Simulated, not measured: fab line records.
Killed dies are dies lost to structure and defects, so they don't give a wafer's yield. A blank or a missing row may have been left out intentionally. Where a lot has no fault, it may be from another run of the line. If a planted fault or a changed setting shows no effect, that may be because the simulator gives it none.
A struck lot beside a sound one | flow berkeley cmos170 | 18 out of 331 route steps
Sound: wafers L800.1, L800.3, L800.4. Wafers L808.2, L808.4, L808.5 were the ones struck. The cause is given at the end.
At each step with rows: each side's tool, then ch and its chambers, then its first start. Under that, the readings that differ: sound wafers | struck wafers | difference of the means | sigmas: that difference in standard deviations of wafers without a fault.
alike: a reading whose means differ by less than 2 such deviations, as well as words and numbers matching on both sides. not compared: withheld readings; readings where some wafer has no value; bounds like >300 that might hide an equal value; numbers whose values overlap and for which the record gives no deviation.
A row with sigmas, a row that says differs or no value, or rows on one side alone: a step with any of these is where the two part. When numbers do not overlap yet have no deviation, they are printed without sigmas and do not part them. A reading that every wafer of one side lacks parts them only if that side has two wafers or more.

first, 4 steps without rows for these wafers: UCB170_NVT_SOFTBAKE_02 (time 60 s); UCB170_NVT_EXPOSE_03 (exposes mask PWELL, target cd 3000 nm); UCB170_NVT_PEB_04; UCB170_NVT_DEVELOP_05 (develop time 45 s).
UCB170_NVT_OVL_MEAS_06:
  sound on overlay-01, day 6 19:01; struck on overlay-01, day 8 15:41
  alike: NVT_OVL
following that, these wafers have no rows for 1 step: UCB170_NVT_IMPLANT_07.
UCB170_NVT_STRIP_08: strips in O2.
  sound on plasma asher-01 ch 0,1, day 6 19:13; struck on plasma asher-01 ch 0,1, day 8 15:52
  alike: drypump motor current A, oes product au, strip time to endpoint s
  not compared: rf hours counter h
UCB170_NVT_TW_MEAS_09:
  sound on film metro-04, day 6 19:19; struck on film metro-04, day 8 15:59
  alike: NVT_TW
then, 4 steps without rows for these wafers: UCB170_NVT_CLEAN_10 (cleans in SPM, time 600 s); UCB170_PVT_HMDS_00 (prime time 60 s); UCB170_PVT_COAT_01 (resist thk 900 nm); UCB170_PVT_SOFTBAKE_02 (time 60 s).
UCB170_PVT_EXPOSE_03: exposes mask NWELL, target cd 3000 nm.
  sound on krf scanner-02 ch 0, day 6 20:44; struck on krf scanner-01 ch 0, day 8 17:38
  reading                     | sound             | struck            | difference | sigmas
  model.PVT.overlay x nm (nm) | 2.923 2.923 2.923 | 522.6 522.6 522.6 | +519.7     |
  alike: mask
then, 2 steps without rows for these wafers: UCB170_PVT_PEB_04; UCB170_PVT_DEVELOP_05 (develop time 45 s).
UCB170_PVT_OVL_MEAS_06:
  sound on overlay-01, day 6 21:37; struck on overlay-01, day 8 18:13
  reading      | sound    | struck      | difference | sigmas
  PVT_OVL (nm) | -2 -1 -1 | 524 520 515 | +521       | +99 or more
following that, these wafers have no rows for 1 step: UCB170_PVT_IMPLANT_07.
-- the record jumps here: 2 days lie between the struck wafers' starts before and after (it left off in module PVT and takes up again in module M3, whose first step shown is number 331 of the route) --
UCB170_M3_PROBE_99:
  rows exist in the record for the struck wafers here (prober-02, day 10 23:14), but not for the sound ones

WHERE THEY PART
First at UCB170_PVT_OVL_MEAS_06; last, within this record, at UCB170_M3_PROBE_99.

WHY: whatever the simulator had introduced
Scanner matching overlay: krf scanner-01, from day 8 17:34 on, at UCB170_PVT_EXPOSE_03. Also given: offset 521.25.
